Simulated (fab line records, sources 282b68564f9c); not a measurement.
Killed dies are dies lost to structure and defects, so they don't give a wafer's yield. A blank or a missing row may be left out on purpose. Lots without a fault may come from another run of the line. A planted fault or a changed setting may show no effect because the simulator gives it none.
fab line records | flow rit_cmos
record lots=5 wafers=23
route steps=202 shown SILICIDE@162 M1@190
start_h: hours from the record's first day to the start of the lot's first wafer shown | wait_h: hours since the lot's step before | " the same as in the row above | L1.1+2: a row that stands for several wafers | - no value, or no start given | * or withheld: withheld | < > ~ a bound
route shown NAME@n: a module of which the file shows steps, and the number in the route of the first | usual: mean/standard deviation of fault-free wafers | same: alike in all rows | chamber/n: place in a boat | sites: the reading at each site | _std_site: their standard deviation | _edge_site: outer sites' mean less inner sites' | radius_mm: how far each site lies from the wafer's centre | mask NAME#n: copy n | behind: the tool/chamber that last shaped the wafer | hold: why the lot was held/for how many hours/how that ended | device: the transistor (n, p or np) that didn't switch | end of line: the same wafers' tests at the end of the route | a step without rows: its recipe alone | killed: dies lost to structure and defects at the first sort, not the wafer's yield | map: a wafer's dies, x killed, . not, _ none there
set.NAME: the setting as run; set.NAME@STEP: as run at that earlier step | model.NAME: the simulator's own value behind a step, which no gauge read
lots whose settings were changed on purpose; a table a step, a row a wafer
## steps
# step RIT_SILICIDE_SPUTTER_01
# recipe material=Ti target_thk_nm=30 power_w=350 chamber_pressure_pa=0.667 gas=Ar time_s=240 substrate_temp_c=25
# columns lot.wafer tool chamber start_h wait_h set.time_s model.Ti_of_SILICIDE_SPUTTER_01.thk_nm
L074.1 pvd_sputter-01 - 58.26 0.0 221.3 26.83
L074.3 " - " " 240 29.58
L074.4 " - " " 221.3 26.86
L074.5 " - " " 240 29.26
L074.6 " - " " 221.3 27.13
L078.1 pvd_sputter-01 - 73.89 0.0 214.2 26.95
L078.2 " - " " 240 30.32
L078.4 " - " " 214.2 26.99
L078.5 " - " " 240 30.13
L078.6 " - " " 240 30.06
L082.2 pvd_sputter-04 - 97.08 0.0 240 30.34
L082.5 " - " " 240 29.68
L082.6 " - " " 240 30.51
L083.1 pvd_sputter-01 - 101.13 0.0 240 29.86
L083.2 " - " " 240 29.92
L083.3 " - " " 224.2 27.76
L083.4 " - " " 224.2 27.83
L083.6 " - " " 224.2 27.82
L085.1 pvd_sputter-04 - 115.27 0.0 204.9 24.99
L085.2 " - " " 204.9 25.29
L085.3 " - " " 240 29.12
L085.4 " - " " 240 29.2
L085.5 " - " " 204.9 25.38
# step RIT_SILICIDE_RS_MEAS_02
# recipe thk_meas_gauge=four-point-probe reads=Ti_of_SILICIDE_SPUTTER_01
# usual SILICIDE_TI_RS=48.2/0.85
# columns lot.wafer tool chamber start_h wait_h set.time_s@SILICIDE_SPUTTER_01 SILICIDE_TI_RS[ohm/sq]
L074.1 film_metro-02 - 58.41 0.1 221.3 55.1
L074.3 " - " " 240 48.8
L074.4 " - " " 221.3 55.0
L074.5 " - " " 240 49.4
L074.6 " - " " 221.3 54.4
L078.1 film_metro-01 - 74.04 0.1 214.2 54.7
L078.2 " - " " 240 47.1
L078.4 " - " " 214.2 54.6
L078.5 " - " " 240 47.6
L078.6 " - " " 240 47.7
L082.2 film_metro-03 - 97.25 0.1 240 47.1
L082.5 " - " " 240 48.5
L082.6 " - " " 240 46.9
L083.1 film_metro-01 - 101.28 0.1 240 48.2
L083.2 " - " " 240 48.1
L083.3 " - " " 224.2 52.7
L083.4 " - " " 224.2 52.6
L083.6 " - " " 224.2 52.7
L085.1 film_metro-02 - 115.42 0.1 204.9 60.3
L085.2 " - " " 204.9 59.4
L085.3 " - " " 240 49.8
L085.4 " - " " 240 49.6
L085.5 " - " " 204.9 59.0
# step RIT_SILICIDE_THK_MEAS_03
# recipe thk_meas_gauge=xrf reads=Ti_of_SILICIDE_SPUTTER_01
# usual SILICIDE_TI_THK=29.8/0.41
# columns lot.wafer tool chamber start_h wait_h set.time_s@SILICIDE_SPUTTER_01 SILICIDE_TI_THK[nm]
L074.1 film_metro-02 - 58.53 0.1 221.3 26.6
L074.3 " - " " 240 29.5
L074.4 " - " " 221.3 26.7
L074.5 " - " " 240 29.1
L074.6 " - " " 221.3 27.1
L078.1 film_metro-01 - 74.16 0.1 214.2 26.8
L078.2 " - " " 240 30.1
L078.4 " - " " 214.2 26.8
L078.5 " - " " 240 30.1
L078.6 " - " " 240 30.0
L082.2 film_metro-03 - 97.36 0.1 240 30.4
L082.5 " - " " 240 29.7
L082.6 " - " " 240 30.5
L083.1 film_metro-01 - 101.40 0.1 240 29.6
L083.2 " - " " 240 29.7
L083.3 " - " " 224.2 27.6
L083.4 " - " " 224.2 27.6
L083.6 " - " " 224.2 27.7
L085.1 film_metro-02 - 115.54 0.1 204.9 25.0
L085.2 " - " " 204.9 25.2
L085.3 " - " " 240 29.1
L085.4 " - " " 240 29.2
L085.5 " - " " 204.9 25.4
# step RIT_M1_EXPOSE_06
# recipe mask_id=M12 na=0.6 source_shape=conventional sigma_outer=0.5 target_cd_nm=2600 dose_mj=250
# columns lot.wafer tool chamber start_h wait_h mask set.dose_mj
L074.1+4+5 iline_stepper-01 0 62.04 0.1 M12#0 250
L074.3+6 " 0 " " M12#0 259.7
L078.1+5+6 iline_stepper-01 0 77.97 0.1 M12#0 250
L078.2+4 " 0 " " M12#0 261.2
L082.2+5+6 iline_stepper-02 0 100.96 0.2 M12#0 250
L083.1+2+3+4+6 iline_stepper-01 0 105.00 0.2 M12#0 250
L085.1+5 iline_stepper-02 0 119.39 0.2 M12#0 250
L085.2+3+4 " 0 " " M12#0 259
# step RIT_M1_PEB_07
# recipe resist=NOVOLAK temp_c=withheld time_s=withheld
# step RIT_M1_DEVELOP_08
# recipe resist=NOVOLAK develop_time_s=68 dev_temp_c=23
# step RIT_M1_CD_MEAS_09
# recipe target_cd_nm=2600
# usual cd_nm=2599.2/2.2
# columns lot.wafer tool chamber start_h wait_h set.dose_mj@M1_EXPOSE_06 cd_nm
L074.1 cd_sem-01 - 62.69 - 250 2598.6
L074.3 " - " " 259.7 2589.2
L074.4 " - " " 250 2599.4
L074.5 " - " " 250 2599.2
L074.6 " - " " 259.7 2590.4
L078.1 cd_sem-01 - 78.40 - 250 2600.3
L078.2 " - " " 261.2 2588.0
L078.4 " - " " 261.2 2585.9
L078.5 " - " " 250 2599.0
L078.6 " - " " 250 2599.4
L082.2 cd_sem-02 - 101.39 - 250 2601.2
L082.5 " - " " 250 2605.2
L082.6 " - " " 250 2603.1
L083.1 cd_sem-02 - 105.43 - 250 2597.0
L083.2 " - " " 250 2597.8
L083.3 " - " " 250 2596.9
L083.4 " - " " 250 2595.1
L083.6 " - " " 250 2599.3
L085.1 cd_sem-02 - 119.82 - 250 2600.6
L085.2 " - " " 259 2591.6
L085.3 " - " " 259 2590.7
L085.4 " - " " 259 2590.6
L085.5 " - " " 250 2598.3
# step RIT_M1_METAL_ETCH_12
# recipe stop_on=SiO2 chemistry=Cl2/BCl3 target=Al time_s=165 over_etch_frac=0.5 pressure_mtorr=100 target_depth_a=6000 rf_w=250 Cl2_flow_sccm=60 bcl3_flow_sccm=50
# columns lot.wafer tool chamber start_h wait_h set.over_etch_frac
L074.1+3+4 rie_metal-03 0,1,0 63.22 0.2 0.5
L074.5+6 " 1,0 " " 0.4478
L078.1+2+4 rie_metal-01 1,0,0 78.80 0.2 0.5
L078.5+6 " 0,1 " " 0.3857
L082.2+5+6 rie_metal-02 0,0,1 101.77 0.2 0.5
L083.1+3+6 rie_metal-03 0,1,0 105.84 0.2 0.5
L083.2+4 " 1,0 " " 0.4245
L085.1+2+3+4+5 rie_metal-02 0,1,0,1,0 120.23 0.2 0.5
# step RIT_M1_STRIP_13
# recipe chemistry=nmp resist=NOVOLAK temp_c=80 time_s=600 dry=n2_spin
# step RIT_M1_STRIP_14
# recipe chemistry=O2 time_s=180 platen_temp_c=withheld power_w=500 pressure_mtorr=4000 o2_flow_sccm=4000
# step RIT_M1_CD_MEAS_90
# recipe target_cd_nm=2600
# usual cd_nm=2598/3.6
# columns lot.wafer tool chamber start_h wait_h set.dose_mj@M1_EXPOSE_06 cd_nm
L074.1 cd_sem-01 - 63.75 0.1 250 2596
L074.3 " - " " 259.7 2590
L074.4 " - " " 250 2597
L074.5 " - " " 250 2600
L074.6 " - " " 259.7 2589
L078.1 cd_sem-02 - 79.35 0.1 250 2602
L078.2 " - " " 261.2 2586
L078.4 " - " " 261.2 2583
L078.5 " - " " 250 2599
L078.6 " - " " 250 2602
L082.2 cd_sem-02 - 102.30 0.1 250 2605
L082.5 " - " " 250 2608
L082.6 " - " " 250 2600
L083.1 cd_sem-02 - 106.37 0.1 250 2593
L083.2 " - " " 250 2599
L083.3 " - " " 250 2598
L083.4 " - " " 250 2592
L083.6 " - " " 250 2595
L085.1 cd_sem-02 - 120.74 0.1 250 2604
L085.2 " - " " 259 2590
L085.3 " - " " 259 2596
L085.4 " - " " 259 2588
L085.5 " - " " 250 2603
# step RIT_M1_ANNEAL_15
# recipe temp_c=450 time_s=1800 ambient=forming_gas_H2N2
# columns lot.wafer tool chamber start_h wait_h set.time_s
L074.1+3+4+5+6 - - - 0.1 1800
L078.1+2+4+5+6 - - - 0.1 1715
L082.2+5+6 furnace-02 0 102.40 0.1 1800
L083.1+2+3+4+6 - - - 0.1 1670
L085.1+2+3+4+5 - - - 0.1 1641
# step RIT_M1_PROBE_99
# usual killed_at_contacts=0.1/0.23 killed_at_front_end=7/3.1 killed_dies=7/3.2 killed_open=3.6/2.1 killed_short=3.5/1.9
# same gross_dies=264 killed_at_M0_to_M3=0 killed_at_M4_up=0 killed_at_back_side=0 killed_at_other=0
# columns lot.wafer tool chamber start_h wait_h set.time_s@M1_ANNEAL_15 killed_at_contacts killed_at_front_end killed_dies killed_open killed_short model.etest.nmos_0p3.r_on_ohm_um
L074.1 prober-02 - 65.49 0.1 1800 0 264 264 1 1 -
L074.3 prober-02 - 65.59 0.2 1800 0 262 262 2 3 -
L074.4 prober-02 - 65.64 0.2 1800 0 264 264 2 5 -
L074.5 prober-02 - 65.69 0.2 1800 0 264 264 8 3 -
L074.6 prober-02 - 65.74 0.2 1800 0 264 264 2 3 -
L078.1 prober-02 - 81.09 0.1 1715 0 264 264 4 4 -
L078.2 prober-02 - 81.14 0.1 1715 0 264 264 3 6 -
L078.4 prober-02 - 81.24 0.2 1715 0 264 264 4 1 -
L078.5 prober-02 - 81.29 0.2 1715 0 264 264 8 3 -
L078.6 prober-02 - 81.34 0.2 1715 0 264 264 2 3 -
L082.2 prober-01 - 104.07 0.1 1800 0 6 6 4 2 2110
L082.5 prober-01 - 104.22 0.2 1800 0 11 11 8 3 2115
L082.6 prober-01 - 104.27 0.2 1800 0 6 6 3 3 2116
L083.1 prober-02 - 108.11 0.1 1670 0 2 2 0 2 -
L083.2 prober-02 - 108.16 0.1 1670 0 9 9 4 5 -
L083.3 prober-02 - 108.21 0.2 1670 1 8 9 6 3 -
L083.4 prober-02 - 108.26 0.2 1670 0 4 4 2 2 -
L083.6 prober-02 - 108.36 0.2 1670 0 6 6 4 2 -
L085.1 prober-02 - 122.48 0.1 1641 0 8 8 1 7 2021
L085.2 prober-02 - 122.53 0.1 1641 1 5 6 3 3 1988
L085.3 prober-02 - 122.58 0.2 1641 0 4 4 2 2 2026
L085.4 prober-02 - 122.63 0.2 1641 0 3 3 1 2 2008
L085.5 prober-02 - 122.68 0.2 1641 0 8 8 3 2 2012
# killed by level:class
L074.1 SPACER:area_etchback=262 GATE:geometric_particle:open=1 SILICIDE:geometric_particle:short=1
L074.3 SPACER:area_etchback=257 ACTIVE:geometric_particle:short=1 FOX1:geometric_particle:open=1 SPACER:geometric_particle:open=1 SPACER:geometric_particle:short=1 SILICIDE:geometric_particle:short=1
L074.4 SPACER:area_etchback=257 GATE:geometric_particle:short=3 GATE:geometric_particle:open=1 REOX:geometric_particle:short=1 SPACER:geometric_particle:short=1 SILICIDE:geometric_particle:open=1
L074.5 SPACER:area_etchback=253 REOX:geometric_particle:open=4 GATE:geometric_particle:open=3 FOX1:geometric_particle:short=1 GATE:geometric_particle:short=1 REOX:geometric_particle:short=1 SILICIDE:geometric_particle:open=1
L074.6 SPACER:area_etchback=259 FOX2:geometric_particle:open=1 GATE:geometric_particle:open=1 GATE:geometric_particle:short=1 REOX:geometric_particle:short=1 SILICIDE:geometric_particle:short=1
L078.1 SPACER:area_etchback=256 REOX:geometric_particle:short=2 REOX:geometric_particle:open=2 FOX2:geometric_particle:open=1 FOX2:geometric_particle:short=1 GATE:geometric_particle:open=1 SILICIDE:geometric_particle:short=1
L078.2 SPACER:area_etchback=255 REOX:geometric_particle:short=3 GATE:geometric_particle:open=2 SILICIDE:geometric_particle:short=2 FOX2:geometric_particle:short=1 SPACER:geometric_particle:open=1
L078.4 SPACER:area_etchback=259 GATE:geometric_particle:open=2 REOX:geometric_particle:open=1 SPACER:geometric_particle:short=1 SILICIDE:geometric_particle:open=1
L078.5 SPACER:area_etchback=253 GATE:geometric_particle:open=4 FOX1:geometric_particle:open=2 FOX2:geometric_particle:short=1 FOX2:geometric_particle:open=1 GATE:geometric_particle:short=1 REOX:geometric_particle:open=1 REOX:geometric_particle:short=1
L078.6 SPACER:area_etchback=259 GATE:geometric_particle:short=2 SPACER:geometric_particle:open=2 FOX2:geometric_particle:short=1
L082.2 FOX1:geometric_particle:open=2 GATE:geometric_particle:short=2 GATE:geometric_particle:open=1 SPACER:geometric_particle:open=1
L082.5 FOX1:geometric_particle:open=3 GATE:geometric_particle:open=2 GATE:geometric_particle:short=2 FOX1:geometric_particle:short=1 FOX2:geometric_particle:open=1 REOX:geometric_particle:open=1 SPACER:geometric_particle:open=1
L082.6 GATE:geometric_particle:open=2 FOX1:geometric_particle:open=1 GATE:geometric_particle:short=1 SPACER:geometric_particle:short=1 SILICIDE:geometric_particle:short=1
L083.1 GATE:geometric_particle:short=1 REOX:geometric_particle:short=1
L083.2 SPACER:geometric_particle:short=4 GATE:geometric_particle:open=1 REOX:geometric_particle:open=1 SPACER:geometric_particle:open=1 SILICIDE:geometric_particle:short=1 SILICIDE:geometric_particle:open=1
L083.3 SILICIDE:geometric_particle:open=3 GATE:geometric_particle:open=2 FOX1:geometric_particle:open=1 GATE:geometric_particle:short=1 REOX:geometric_particle:short=1 CONTACT:geometric_particle:short=1
L083.4 SPACER:geometric_particle:short=2 GATE:geometric_particle:open=1 SPACER:geometric_particle:open=1
L083.6 FOX1:geometric_particle:open=2 GATE:geometric_particle:short=1 REOX:geometric_particle:short=1 REOX:geometric_particle:open=1 SILICIDE:geometric_particle:open=1
L085.1 FOX1:geometric_particle:short=2 GATE:geometric_particle:short=2 FOX2:geometric_particle:short=1 REOX:geometric_particle:short=1 SPACER:geometric_particle:short=1 SILICIDE:geometric_particle:open=1
L085.2 FOX1:geometric_particle:short=1 GATE:geometric_particle:open=1 REOX:geometric_particle:open=1 SPACER:geometric_particle:short=1 SPACER:geometric_particle:open=1 CONTACT:geometric_particle:short=1
L085.3 GATE:geometric_particle:open=1 GATE:geometric_particle:short=1 REOX:geometric_particle:open=1 SILICIDE:geometric_particle:short=1
L085.4 FOX1:geometric_particle:short=2 GATE:geometric_particle:open=1
L085.5 REOX:geometric_particle:open=2 ACTIVE:coat_microbubble_printed=2 GATE:geometric_particle:open=1 GATE:geometric_particle:short=1 REOX:geometric_particle:short=1 SPACER:area_etchback=1
## key
split step=RIT_SILICIDE_SPUTTER_01 setting=time_s stated=240 by=wafer
response step=RIT_SILICIDE_SPUTTER_01 reading=model.Ti_of_SILICIDE_SPUTTER_01.thk_nm change=+0.289 per=1% r=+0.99
response step=RIT_SILICIDE_RS_MEAS_02 reading=SILICIDE_TI_RS change=-0.683 per=1% r=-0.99
response step=RIT_SILICIDE_THK_MEAS_03 reading=SILICIDE_TI_THK change=+0.29 per=1% r=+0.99
split step=RIT_M1_EXPOSE_06 setting=dose_mj stated=250 by=wafer
response step=RIT_M1_CD_MEAS_09 reading=cd_nm change=-2.56 per=1% r=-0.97
response step=RIT_M1_CD_MEAS_90 reading=cd_nm change=-3.15 per=1% r=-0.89
split step=RIT_M1_METAL_ETCH_12 setting=over_etch_frac stated=0.5 by=wafer
response none clear
split step=RIT_M1_ANNEAL_15 setting=time_s stated=1800 by=lot
response step=RIT_M1_PROBE_99 reading=model.etest.nmos_0p3.r_on_ohm_um change=+11.6 per=1% r=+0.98
